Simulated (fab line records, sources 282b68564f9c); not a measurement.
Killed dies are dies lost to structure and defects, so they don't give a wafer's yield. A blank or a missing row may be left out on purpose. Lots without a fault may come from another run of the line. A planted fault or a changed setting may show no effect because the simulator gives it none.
fab line records | flow rit_cmos
record lots=14 wafers=42 last_day=7
route steps=202 shown ACTIVE@2
lots that met no fault: from a run of the same line without faults
start_h: hours from the record's first day to the start of the lot's first wafer shown | wait_h: hours since the lot's step before | " the same as in the row above | L1.1+2: a row that stands for several wafers | - no value, or no start given | * or withheld: withheld | < > ~ a bound
route shown NAME@n: a module of which the file shows steps, and the number in the route of the first | usual: mean/standard deviation of fault-free wafers | same: alike in all rows | chamber/n: place in a boat | sites: the reading at each site | _std_site: their standard deviation | _edge_site: outer sites' mean less inner sites' | radius_mm: how far each site lies from the wafer's centre | mask NAME#n: copy n | behind: the tool/chamber that last shaped the wafer | hold: why the lot was held/for how many hours/how that ended | device: the transistor (n, p or np) that didn't switch | end of line: the same wafers' tests at the end of the route | a step without rows: its recipe alone | killed: dies lost to structure and defects at the first sort, not the wafer's yield | map: a wafer's dies, x killed, . not, _ none there
set.NAME: the setting as run; set.NAME@STEP: as run at that earlier step | model.NAME: the simulator's own value behind a step, which no gauge read
steps of the route over a sample of lots; a table a step, a row a wafer
services: from which hour (start_h, from the record's first day; less than 0 if before it) a tool's chamber was out of use, for how many hours, and why
## steps
# step RIT_ACTIVE_OXIDATION_01
# recipe temp_c=1000 ambient=O2 target_thk_a=468 ox_time_s=3360
# usual spike_tc_source_C=1024.9/2.7 zone_power_load_pct=32.6/2.5
# columns lot.wafer tool chamber start_h wait_h spike_tc_source_C zone_power_load_pct
L730.4 furnace-03 0 10.29 0.2 1027.0 31.8
L730.5 " 0 " " 1028.2 32.9
L730.6 " 0 " " 1027.8 32.7
L731.4 furnace-01 0 15.26 0.2 1027.8 35.7
L731.5 " 0 " " 1028.1 36.1
L731.6 " 0 " " 1026.4 36.8
L733.2 furnace-04 0 25.12 0.1 1022.5 30.2
L733.4 " 0 " " 1022.8 29.9
L733.5 " 0 " " 1021.4 29.9
L734.1 furnace-04 0 30.12 0.1 1023.5 30.4
L734.2 " 0 " " 1022.8 29.9
L734.4 " 0 " " 1022.3 30.5
L735.1 furnace-01 0 36.19 1.2 1026.9 35.9
L735.2 " 0 " " 1027.2 35.7
L735.4 " 0 " " 1027.8 35.6
L736.3 furnace-01 0 40.25 0.2 1028.1 36.1
L736.5 " 0 " " 1026.6 36.0
L736.6 " 0 " " 1027.6 35.8
L737.3 furnace-04 0 46.64 1.6 1022.2 30.2
L737.5 " 0 " " 1022.2 30.3
L737.6 " 0 " " 1022.4 30.1
L738.2 furnace-03 0 52.85 2.8 1027.0 32.6
L738.4 " 0 " " 1028.2 32.6
L738.6 " 0 " " 1028.5 32.2
L740.2 furnace-01 0 61.41 1.4 1029.1 35.5
L740.3 " 0 " " 1028.6 35.8
L740.4 " 0 " " 1027.5 36.6
L743.2 furnace-04 0 77.15 2.1 1024.0 30.2
L743.3 " 0 " " 1024.0 30.4
L743.6 " 0 " " 1022.8 30.2
L744.1 furnace-04 0 80.12 0.1 1022.6 30.2
L744.3 " 0 " " 1021.8 30.1
L744.4 " 0 " " 1022.1 30.3
L746.3 furnace-04 0 91.48 1.4 1022.7 30.5
L746.5 " 0 " " 1020.9 30.2
L746.6 " 0 " " 1020.7 30.6
L747.2 furnace-04 0 95.90 0.9 1022.1 30.1
L747.5 " 0 " " 1023.3 30.1
L747.6 " 0 " " 1023.5 30.6
L753.2 furnace-03 0 125.69 0.6 1027.1 32.3
L753.5 " 0 " " 1026.3 32.6
L753.6 " 0 " " 1027.8 32.8
# step RIT_ACTIVE_THK_MEAS_02
# recipe reads=SiO2_of_ACTIVE_OXIDATION_01
# usual ACTIVE_OXIDE_THK=46.6/0.76
# columns lot.wafer tool chamber start_h wait_h ACTIVE_OXIDE_THK[nm]
L730.4 film_metro-02 - 12.26 0.0 47.2
L730.5 " - " " 46.9
L730.6 " - " " 47.9
L731.4 film_metro-03 - 17.23 0.0 46.4
L731.5 " - " " 47.3
L731.6 " - " " 46.8
L733.2 film_metro-01 - 27.06 0.0 47.2
L733.4 " - " " 46.3
L733.5 " - " " 46.8
L734.1 film_metro-03 - 32.05 0.0 46.9
L734.2 " - " " 47.0
L734.4 " - " " 46.9
L735.1 film_metro-01 - 38.12 0.0 46.6
L735.2 " - " " 47.5
L735.4 " - " " 47.1
L736.3 film_metro-03 - 42.20 0.0 46.2
L736.5 " - " " 47.3
L736.6 " - " " 46.7
L737.3 film_metro-03 - 48.59 0.0 46.7
L737.5 " - " " 47.7
L737.6 " - " " 47.4
L738.2 film_metro-02 - 54.79 0.0 47.8
L738.4 " - " " 47.7
L738.6 " - " " 47.3
L740.2 film_metro-02 - 63.35 0.0 47.3
L740.3 " - " " 47.0
L740.4 " - " " 47.9
L743.2 film_metro-02 - 79.10 0.0 46.5
L743.3 " - " " 46.7
L743.6 " - " " 46.9
L744.1 film_metro-02 - 82.05 0.0 47.8
L744.3 " - " " 47.0
L744.4 " - " " 46.7
L746.3 film_metro-03 - 93.43 0.0 38.0
L746.5 " - " " 38.7
L746.6 " - " " 39.2
L747.2 film_metro-03 - 97.85 0.0 44.6
L747.5 " - " " 40.3
L747.6 " - " " 40.7
L753.2 film_metro-01 - 127.63 0.0 47.2
L753.5 " - " " 46.0
L753.6 " - " " 46.9
## services
# columns tool chamber start_h hours kind
furnace-01 - 25.08 3.3 pm
furnace-04 - 40.93 3.0 pm
furnace-01 - 56.75 3.3 pm
## key
first_sign step=RIT_ACTIVE_THK_MEAS_02 reading=ACTIVE_OXIDE_THK direction=down sigmas=8.4 usual=46.6 struck=40.3
effect none on later readings
met_at RIT_ACTIVE_OXIDATION_01
struck_lots L746,L747
tester_left_out L746,L747
onset_between 80.12 91.48
fault kind=process_parameter_drift tool=furnace-04 chamber=- onset_h=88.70 steps=RIT_ACTIVE_OXIDATION_01 channel=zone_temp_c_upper offset=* shape=step end_h=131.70
# tester_left_out: of these lots the tester's yield and bins aren't shown, on N5 and GAA mostly nor the transistor test; their killed dies are dies lost to structure and defects alone, not to doping, threshold or leakage, so they don't give the yield
